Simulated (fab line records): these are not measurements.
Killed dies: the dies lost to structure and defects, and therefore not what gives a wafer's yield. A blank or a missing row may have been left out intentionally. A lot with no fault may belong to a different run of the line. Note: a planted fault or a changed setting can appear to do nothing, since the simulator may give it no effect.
Which of the tools did it?	flow rit cmos	13 lots with 39 wafers sampled at 2 steps, on a route of 202 steps

== WHAT THE GAUGES READ, wafer by wafer ==
The record holds no reading of a measuring or inspecting step that can be judged against a usual standard deviation.

== WHAT TOOL EACH LOT RAN ON (gives the tool, then ch and the chambers of the sampled wafers, and finally the start) ==
lot	RIT_PRETRO_STRIP_09	RIT_M1_PROBE_99
L677	plasma asher-04 ch 0,1, day 2 12:32	prober-01, day 3 20:32
L679	plasma asher-01 ch 0,1, day 2 22:59	prober-01, day 4 06:25
L681	plasma asher-03 ch 1, day 3 06:26	prober-02, day 4 11:07
L680	plasma asher-01 ch 1, day 3 07:02	prober-01, day 4 12:37
L682	plasma asher-03 ch 0,1, day 3 14:07	prober-02, day 4 19:34
L684	plasma asher-03 ch 0,1, day 3 21:04	prober-02, day 5 03:03
L686	plasma asher-03 ch 0,1, day 4 09:20	prober-02, day 5 16:55
L690	plasma asher-01 ch 0,1, day 5 06:55	prober-02, day 6 11:07
L692	plasma asher-03 ch 0,1, day 5 13:30	prober-01, day 6 18:08
L693	plasma asher-03 ch 0,1, day 5 19:06	prober-01, day 6 23:36
L695	plasma asher-04 ch 0,1, day 6 05:22	prober-01, day 7 09:08
L696	plasma asher-03 ch 0,1, day 6 10:31	prober-02, day 7 14:44
L700	plasma asher-04 ch 0,1, day 7 07:04	prober-02, day 8 09:35
- RIT_PRETRO_STRIP_09: strips in O2, time 180 s.
- RIT_M1_PROBE_99

== WHAT THE TOOLS THEMSELVES READ (means of the sampled wafers that have a number; where no wafer has one, the mark that the record gives instead) ==
RIT_PRETRO_STRIP_09. Usual: drypump motor current A 5.7 A, standard deviation 0.41; run length s 208.0 s, standard deviation 0.38.
lot	tool	drypump motor current A (A)	run length s (s)	flag
L677	plasma asher-04	6.2	208.3	
L679	plasma asher-01	5.5	208.0	
L681	plasma asher-03	5.2	208.1	
L680	plasma asher-01	6.1	207.5	
L682	plasma asher-03	5.6	207.9	
L684	plasma asher-03	5.6	207.9	
L686	plasma asher-03	5.6	208.0	
L690	plasma asher-01	5.5	27.5	OFF
L692	plasma asher-03	5.6	207.8	
L693	plasma asher-03	5.6	207.9	
L695	plasma asher-04	5.9	208.4	
L696	plasma asher-03	5.6	207.9	
L700	plasma asher-04	6.0	208.3	

RIT_M1_PROBE_99. Usual: killed at front end 6.5, standard deviation 2.8; killed dies 6.5, standard deviation 2.8; killed on rim 1.7, standard deviation 1.3; killed open 3.2, standard deviation 1.8; killed short 3.3, standard deviation 2.
lot	tool	killed at front end	killed dies	killed on rim	killed open	killed short	flag
L677	prober-01	5.7	5.7	1.7	3.7	1.3	
L679	prober-01	6.3	6.3	1.7	3.7	2.7	
L681	prober-02	6.3	6.3	0.3	3.0	3.3	
L680	prober-01	6.0	6.0	1.0	3.7	2.3	
L682	prober-02	7.3	7.3	1.0	3.3	4.0	
L684	prober-02	6.3	6.3	1.3	2.3	4.0	
L686	prober-02	7.0	7.0	1.7	3.7	3.3	
L690	prober-02	264.0	264.0	70.0	2.3	2.7	OFF
L692	prober-01	5.7	5.7	2.0	3.3	2.3	
L693	prober-01	6.3	6.3	1.3	3.7	2.7	
L695	prober-01	4.3	4.3	1.3	1.0	3.3	
L696	prober-02	6.0	6.0	2.0	2.3	3.7	
L700	prober-02	8.5	8.5	1.0	3.0	5.5	

== THE ANSWER, worked out from the rows above alone ==
Rule: take the mean of a lot's wafers that have a number; if it is more than 3 standard deviations from the usual mean, the lot is off. Also off: a lot with no number at a reading for which 4 or more lots have one. Any other lot the step has rows for is counted as sound. First the gauges in route order, then the tools' own readings, where a lot's mean is used as printed above. At the first step where some lot is off, the reading lying furthest off is the one used; lots without a number count as furthest.
Off at RIT_PRETRO_STRIP_09 (run length s): L690.
If a tool, at that step or one of the process steps before it, ran each lot that is off and ran no sound lot following the first of them, it fits. One fits: RIT_PRETRO_STRIP_09 on plasma asher-01. A fault onset in the window from L680 (day 3 07:02, its last sound lot) to L690 (day 5 06:55, its first lot off) fits.
The tool's own readings at RIT_PRETRO_STRIP_09 bear it out: on the lots that are off they differ by more than 5 times the standard deviation of the sound lots' means. run length s reads 27.5 s there against 208.0 s on the sound lots.

== WHAT WAS PUT IN BY THE SIMULATOR ==
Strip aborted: plasma asher-01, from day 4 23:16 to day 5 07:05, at RIT_PRETRO_STRIP_09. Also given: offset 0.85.
Shown lots that were struck: L690. The rule above reached the same finding.
